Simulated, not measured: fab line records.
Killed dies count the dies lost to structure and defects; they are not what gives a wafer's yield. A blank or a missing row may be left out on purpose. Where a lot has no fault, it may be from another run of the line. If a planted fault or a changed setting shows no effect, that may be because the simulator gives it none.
fab line records ; flow rit-cmos
[record] lots = 5; wafers = 15; last-day = 7
route steps=202 shown ACTIVE@2 M1@202
lots with no fault: from the same line, run without faults
start-h: hours from the record's opening day to when the first of the lot's shown wafers began ; wait-h: hours since the lot's step before ; " the same as in the row above ; L1.1+2: one row covering several wafers at once ; - no value present, or no start provided ; * or withheld: withheld ; < > ~ a bound
route shown NAME@n: names a module that has steps shown in the file, with the first one's number in the route ; usual: average and standard deviation across the fault-free wafers ; same: alike in all rows ; chamber/n: place in a boat ; sites: per-site readings ; _std_site: the values' standard deviation ; _edge_site: inner sites' mean taken away from outer sites' mean ; radius-mm: how far each site lies from the wafer's centre ; mask NAME#n: copy n ; behind: tool/chamber where the wafer was last shaped ; hold: the reason the lot was held/the length of the hold in hours/how it ended ; device: transistor that didn't switch, given as n, p or np ; end of line: tests run on the same wafers once the route is complete ; where a step has no rows: the recipe by itself ; killed: at the first sort, the dies lost to defects and structure; wafer yield is something else ; map: a wafer's dies, marking killed ones x, the rest . and places with no die _
set.NAME: setting as actually run; set.NAME@STEP: the setting as run at that earlier step ; model.NAME: the simulator's own value behind a step, which no gauge read
certain route steps with their lots: each step a table, each wafer a row
services: from which hour (start-h, from the record's first day; less than 0 if before it) a tool's chamber was out of use, for how many hours, and why
[[steps]]
[step RIT_ACTIVE_OXIDATION_01]
[recipe] temp-c = 1000; ambient = O2; target-thk-a = 468; ox-time-s = 3360
[step RIT_ACTIVE_THK_MEAS_02]
[recipe] reads = SiO2_of_ACTIVE_OXIDATION_01
[usual] ACTIVE_OXIDE_THK = 47.0/0.84
lot.wafer;tool;chamber;start-h;wait-h;ACTIVE_OXIDE_THK[nm]
L587.1;film-metro-02;-;22.05;0.0;47.1
L587.2;film-metro-02;-;22.05;0.0;46.2
L587.5;film-metro-02;-;22.05;0.0;47.9
L591.1;film-metro-03;-;42.05;0.0;46.6
L591.2;film-metro-03;-;42.05;0.0;47.0
L591.4;film-metro-03;-;42.05;0.0;47.0
L592.1;film-metro-03;-;47.05;0.0;47.8
L592.4;film-metro-03;-;47.05;0.0;46.9
L592.5;film-metro-03;-;47.05;0.0;47.9
L601.1;film-metro-02;-;92.05;0.0;46.3
L601.4;film-metro-02;-;92.05;0.0;45.6
L601.5;film-metro-02;-;92.05;0.0;45.7
L608.1;film-metro-03;-;127.05;0.0;47.8
L608.3;film-metro-03;-;127.05;0.0;47.6
L608.5;film-metro-03;-;127.05;0.0;46.8
[step RIT_ACTIVE_CVD_03]
[recipe] material = Si3N4; target-thk-nm = 150; temp-c = 810; precursor = SiH2Cl2/NH3; time-s = 1500; pressure-mtorr = 300; sih2cl2-flow-sccm = 60; nh3-flow-sccm = 150
[step RIT_ACTIVE_THK_MEAS_04]
[recipe] reads = Si3N4_of_ACTIVE_CVD_03
[usual] ACTIVE_NITRIDE_THK = 149.7/1.6
lot.wafer;tool;chamber;start-h;wait-h;ACTIVE_NITRIDE_THK[nm]
L587.1;film-metro-03;-;23.53;0.0;150.8
L587.2;film-metro-03;-;23.53;0.0;150.7
L587.5;film-metro-03;-;23.53;0.0;151.9
L591.1;film-metro-01;-;43.53;0.0;150.7
L591.2;film-metro-01;-;43.53;0.0;149.4
L591.4;film-metro-01;-;43.53;0.0;150.3
L592.1;film-metro-01;-;48.53;0.0;149.1
L592.4;film-metro-01;-;48.53;0.0;148.7
L592.5;film-metro-01;-;48.53;0.0;148.7
L601.1;film-metro-02;-;93.53;0.0;153.1
L601.4;film-metro-02;-;93.53;0.0;153.5
L601.5;film-metro-02;-;93.53;0.0;152.2
L608.1;film-metro-03;-;128.53;0.0;150.5
L608.3;film-metro-03;-;128.53;0.0;151.5
L608.5;film-metro-03;-;128.53;0.0;150.8
[step RIT_ACTIVE_HMDS_05]
[recipe] prime-time-s = 60; prime-temp-c = 140
[step RIT_ACTIVE_COAT_06]
[recipe] resist = NOVOLAK; spin-rpm = 3171; resist-thk-nm = 1000
[step RIT_ACTIVE_SOFTBAKE_07]
[recipe] resist = NOVOLAK; temp-c = 90; time-s = 60
[step RIT_ACTIVE_EXPOSE_08]
[recipe] mask-id = M1; na = 0.6; source-shape = conventional; sigma-outer = 0.6; target-cd-nm = 1400; dose-mj = 225
[step RIT_ACTIVE_PEB_09]
[recipe] resist = NOVOLAK; temp-c = withheld; time-s = withheld
[step RIT_ACTIVE_DEVELOP_10]
[recipe] resist = NOVOLAK; develop-time-s = 50; dev-temp-c = 23
[step RIT_ACTIVE_CD_MEAS_11]
[recipe] target-cd-nm = 1400
[usual] cd-nm = 1400.6/1.9
lot.wafer;tool;chamber;start-h;wait-h;cd-nm
L587.1;cd-sem-02;-;24.44;-;1404.9
L587.2;cd-sem-02;-;24.44;-;1401.4
L587.5;cd-sem-02;-;24.44;-;1403.9
L591.1;cd-sem-02;-;44.71;-;1401.7
L591.2;cd-sem-02;-;44.71;-;1402.8
L591.4;cd-sem-02;-;44.71;-;1403.4
L592.1;cd-sem-01;-;49.61;-;1400.9
L592.4;cd-sem-01;-;49.61;-;1400.5
L592.5;cd-sem-01;-;49.61;-;1401.0
L601.1;cd-sem-02;-;94.56;-;1397.0
L601.4;cd-sem-02;-;94.56;-;1399.3
L601.5;cd-sem-02;-;94.56;-;1396.8
L608.1;cd-sem-02;-;129.56;-;1400.1
L608.3;cd-sem-02;-;129.56;-;1400.2
L608.5;cd-sem-02;-;129.56;-;1398.2
[step RIT_ACTIVE_HARDBAKE_12]
[recipe] resist = NOVOLAK; temp-c = 140; time-s = 60
[step RIT_ACTIVE_ETCH_13]
[recipe] stop-on = SiO2; chemistry = SF6; target = Si3N4; time-s = 210; over-etch-frac = 0.4; SF6_flow_sccm = 200; pressure-mtorr = 260; rf-w = 125; target-depth-a = 2100
[usual] chamber-pressure-mTorr = 260.04/0.25; drypump-motor-current-A = 5.8/0.44; oes-product-au = 0.817/0.013; throttle-valve-pct = 7.43/0.14
lot.wafer;tool;chamber;start-h;wait-h;chamber-pressure-mTorr;drypump-motor-current-A;oes-product-au;rf-hours-counter-h;throttle-valve-pct
L587.1;rie-diel-03;2;24.71;0.1;259.95;6.3;0.837;150;7.40
L587.2;rie-diel-03;1;24.71;0.1;260.19;5.6;0.820;115;7.53
L587.5;rie-diel-03;3;24.71;0.1;259.77;6.5;0.833;-;7.58
L591.1;rie-diel-01;2;44.98;0.1;259.91;5.4;0.807;123;7.21
L591.2;rie-diel-01;3;44.98;0.1;259.93;6.7;0.832;2;7.39
L591.4;rie-diel-01;1;44.98;0.1;260.17;5.7;0.816;69;7.62
L592.1;rie-diel-04;1;49.88;0.1;259.92;5.8;0.809;11;7.54
L592.4;rie-diel-04;2;49.88;0.1;260.05;5.4;0.814;-;7.40
L592.5;rie-diel-04;1;49.88;0.1;259.89;5.8;0.816;-;7.55
L601.1;rie-diel-01;1;94.83;0.1;259.98;5.7;0.828;69;7.63
L601.4;rie-diel-01;2;94.83;0.1;259.58;5.4;0.814;123;7.21
L601.5;rie-diel-01;1;94.83;0.1;259.87;5.7;0.816;-;7.61
L608.1;rie-diel-01;3;129.83;0.1;259.95;6.6;0.828;4;7.39
L608.3;rie-diel-01;0;129.83;0.1;260.39;5.4;0.801;67;7.54
L608.5;rie-diel-01;2;129.83;0.1;312.22;5.4;0.819;-;7.19
[step RIT_ACTIVE_STRIP_14]
[recipe] chemistry = O2; time-s = 180; resist = NOVOLAK; platen-temp-c = withheld; power-w = 500; pressure-mtorr = 4000; o2-flow-sccm = 4000
[usual] drypump-motor-current-A = 5.52/0.22; rf-refl-power-W = 6.7/1.3
lot.wafer;tool;chamber;start-h;wait-h;drypump-motor-current-A;rf-hours-counter-h;rf-refl-power-W
L587.1;plasma-asher-04;1;24.84;0.1;5.57;24;6.0
L587.2;plasma-asher-04;0;24.84;0.1;5.21;24;7.1
L587.5;plasma-asher-04;0;24.84;0.1;5.20;-;7.2
L591.1;plasma-asher-04;0;45.11;0.1;5.20;26;7.4
L591.2;plasma-asher-04;1;45.11;0.1;5.56;26;6.1
L591.4;plasma-asher-04;1;45.11;0.1;5.55;-;5.9
L592.1;plasma-asher-02;1;50.01;0.1;5.37;40;6.2
L592.4;plasma-asher-02;1;50.01;0.1;5.39;-;6.6
L592.5;plasma-asher-02;1;50.01;0.1;5.39;-;6.3
L601.1;plasma-asher-03;1;94.97;0.1;5.77;45;5.0
L601.4;plasma-asher-03;0;94.97;0.1;5.74;-;9.0
L601.5;plasma-asher-03;1;94.97;0.1;5.75;-;5.2
L608.1;plasma-asher-04;1;129.97;0.1;5.54;36;6.0
L608.3;plasma-asher-04;1;129.97;0.1;5.55;-;6.2
L608.5;plasma-asher-04;0;129.97;0.1;5.20;-;7.5
[step RIT_M1_PROBE_99]
[usual] killed-at-contacts = 0.0/0.22; killed-at-front-end = 6.9/3; killed-dies = 6.9/3; killed-open = 3.5/2; killed-short = 3.4/2.1
[same] gross-dies = 264; killed_at_M0_to_M3 = 0; killed_at_M4_up = 0; killed-at-back-side = 0; killed-at-other = 0
lot.wafer;tool;chamber;start-h;wait-h;killed-at-contacts;killed-at-front-end;killed-dies;killed-open;killed-short
L587.1;prober-01;-;69.63;0.1;0;4;4;2;2
L587.2;prober-01;-;69.68;0.1;0;3;3;1;2
L587.5;prober-01;-;69.83;0.2;0;5;5;3;2
L591.1;prober-01;-;89.44;0.1;0;8;8;2;6
L591.2;prober-01;-;89.49;0.1;0;3;3;2;0
L591.4;prober-01;-;89.59;0.2;0;5;5;5;0
L601.1;prober-01;-;136.20;0.1;0;7;7;3;4
L601.4;prober-01;-;136.35;0.2;0;7;7;5;2
L601.5;prober-01;-;136.40;0.2;0;6;6;2;4
// killed by level:class
L587.1 GATE:geometric-particle:open=1 GATE:geometric-particle:short=1 REOX:geometric-particle:open=1 SILICIDE:geometric-particle:short=1
L587.2 FOX2:geometric-particle:short=1 REOX:geometric-particle:short=1 SPACER:geometric-particle:open=1
L587.5 ACTIVE:geometric-particle:open=1 FOX1:geometric-particle:short=1 GATE:geometric-particle:short=1 GATE:geometric-particle:open=1 SILICIDE:geometric-particle:open=1
L591.1 GATE:geometric-particle:short=2 SILICIDE:geometric-particle:short=2 FOX1:geometric-particle:short=1 GATE:geometric-particle:open=1 REOX:geometric-particle:short=1 SILICIDE:geometric-particle:open=1
L591.2 FOX1:geometric-particle:open=2 ACTIVE:coat-microbubble-printed=1
L591.4 FOX1:geometric-particle:open=2 GATE:geometric-particle:open=2 SILICIDE:geometric-particle:open=1
L601.1 SPACER:geometric-particle:short=2 GATE:geometric-particle:short=1 GATE:geometric-particle:open=1 SPACER:geometric-particle:open=1 SILICIDE:geometric-particle:short=1 SILICIDE:geometric-particle:open=1
L601.4 GATE:geometric-particle:open=4 FOX1:geometric-particle:short=1 REOX:geometric-particle:short=1 SILICIDE:geometric-particle:open=1
L601.5 GATE:geometric-particle:short=2 SPACER:geometric-particle:open=2 SILICIDE:geometric-particle:short=2
[[services]]
tool;chamber;start-h;hours;kind
rie-diel-04;0;12.72;49.8;repair
rie-diel-03;-;13.86;3.2;repair
rie-diel-04;3;22.06;12.6;repair
rie-diel-01;-;31.44;0.4;repair
rie-diel-01;2;48.18;1.8;repair
rie-diel-04;-;54.48;0.2;repair
rie-diel-01;1;59.16;34.2;repair
plasma-asher-03;-;61.16;2.7;repair
rie-diel-01;-;66.61;14.6;pm
rie-diel-03;0;68.01;-;clean
rie-diel-03;0;68.01;17.0;scheduled-down
rie-diel-03;0;68.01;17.0;vent-cycle
plasma-asher-02;-;70.02;8.1;repair
rie-diel-04;0;72.87;-;clean
rie-diel-04;0;72.87;25.2;scheduled-down
rie-diel-04;0;72.87;25.2;vent-cycle
rie-diel-04;2;85.36;21.6;repair
plasma-asher-02;-;108.75;9.0;pm
plasma-asher-02;0;108.75;9.0;vent-cycle
plasma-asher-02;1;108.75;9.0;vent-cycle
rie-diel-03;2;115.14;2.8;repair
plasma-asher-02;0;117.75;-;clean
plasma-asher-02;1;117.75;-;clean
rie-diel-01;-;119.03;0.6;repair
[[key]]
[first-sign] step = RIT_ACTIVE_ETCH_13; reading = chamber-pressure-mTorr; direction = up; sigmas = 99+; usual = 260.04; struck = 312.22
effect none on later readings
met-at RIT_ACTIVE_ETCH_13
struck-wafers L608.5
tester-left-out L608
onset-between 94.83 129.83
[fault] kind = process-parameter-drift; tool = rie-diel-01; chamber = 2; onset-h = 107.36; steps = RIT_ACTIVE_ETCH_13; channel = pressure-mtorr; offset = 52; shape = step; end-h = 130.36; acts-in = these-recipes-only; stated = 260
// tester-left-out: of these lots the tester's yield and bins aren't shown, on N5 and GAA mostly nor the transistor test; their killed dies are dies lost to structure and defects alone, not to doping, threshold or leakage, so they don't give the yield
